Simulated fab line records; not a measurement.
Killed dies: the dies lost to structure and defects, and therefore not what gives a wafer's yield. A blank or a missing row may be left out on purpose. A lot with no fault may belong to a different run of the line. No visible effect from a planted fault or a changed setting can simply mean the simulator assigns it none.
8D (eight disciplines) problem report, filled in by code ; flow rit cmos ; the parts of the form that need people (team, actions taken, sign-off) are left out

1. PROBLEM STATEMENT
Mean NSD_RS at RIT_SDANNEAL_RS_MEAS_05: 86.80 ohm/sq over 9 wafers in 3 lots; fault-free wafers: 84.54 ohm/sq, standard deviation 0.26. Measured from the usual mean, that is +8.7 standard deviations.
The step: measures by four-point-probe.
Earliest sighting: wafer L151.1 on film metro-03 at day 5 18:27. The record has a number at this step for 45 wafers belonging to 15 lots. Rule for "out", or "out of limits": more than 4 standard deviations from the usual mean. The other wafers with a number count as sound.

2. WHAT IT IS, WHAT IT ISN'T
question;is;is not
which readings at this step;NSD_RS;-
which lots;L151, L155, L156;L142, L144, L145, L146, L147, L148, L149, L159, L160, L161, L162, L163
which wafers of those lots;all that have a number;-
read on which gauges;film metro-01, film metro-02, film metro-03;-
when;from day 5 18:27;"up to then (21 sound wafers); but 15 sound wafers of L159, L160, L161, L162, L163 came after"

3. WHAT RULES OUT EACH SUSPECT
Counting: a tool at a process step up to the reading stays a suspect if it ran every lot that is out and no sound lot after the first of them.
- the gauge at RIT_SDANNEAL_RS_MEAS_05 has been ruled out. Those wafers that are out were read across 3 gauges (film metro-01, film metro-02, film metro-03).
- implanter-03 at RIT_NSD_IMPLANT_08: kept. It processed each lot that is out, first L151 at day 5 15:41, and no sound lot thereafter; up to then, the last sound lot it processed was L148 at day 5 01:29. Its own readings are out on those wafers: dose ions cm2.
Left after counting: implanter-03 at RIT_NSD_IMPLANT_08.

4. THE CAUSE (what the simulator had put in)
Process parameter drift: implanter-03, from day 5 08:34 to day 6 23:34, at RIT_NSD_IMPLANT_08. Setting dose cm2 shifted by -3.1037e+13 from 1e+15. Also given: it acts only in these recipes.
The count eliminated every tool but this one.

5. THE CHAIN OF EFFECTS, in route order
Rows list readings where the struck wafers' mean (over those with a number) sits beyond 3 standard deviations from the usual. Only readings for which the record gives a usual standard deviation are gone through. hours: the time from each lot's start at the first step in this table that gives one to its start at this step, as a median over the lots. sigmas: the change in usual standard deviations.
hours;step;reading;usual;on struck wafers;change;sigmas
0;RIT_NSD_IMPLANT_08;dose ions cm2;9.999e+14;9.693e+14;-3.062e+13;-28
3;RIT_SDANNEAL_RS_MEAS_05;NSD_RS;84.54 ohm/sq;86.80;+2.26;+8.7
The process steps in it:
- RIT_NSD_IMPLANT_08

6. WHAT WOULD HAVE CAUGHT IT SOONER
In this record the first reading out of limits at a measuring or inspecting step was taken at day 5 18:27, 10 hours after the fault began at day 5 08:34.
Tool's own readings at RIT_NSD_IMPLANT_08, dose ions cm2: out on all struck wafers the step has rows for; an alarm limit on them would have tripped on the first.
L156, L155, from the lots that are out (3), started RIT_NSD_IMPLANT_08 on implanter-03 later than day 5 18:27. A hold on the tool at that time would have spared those 2.
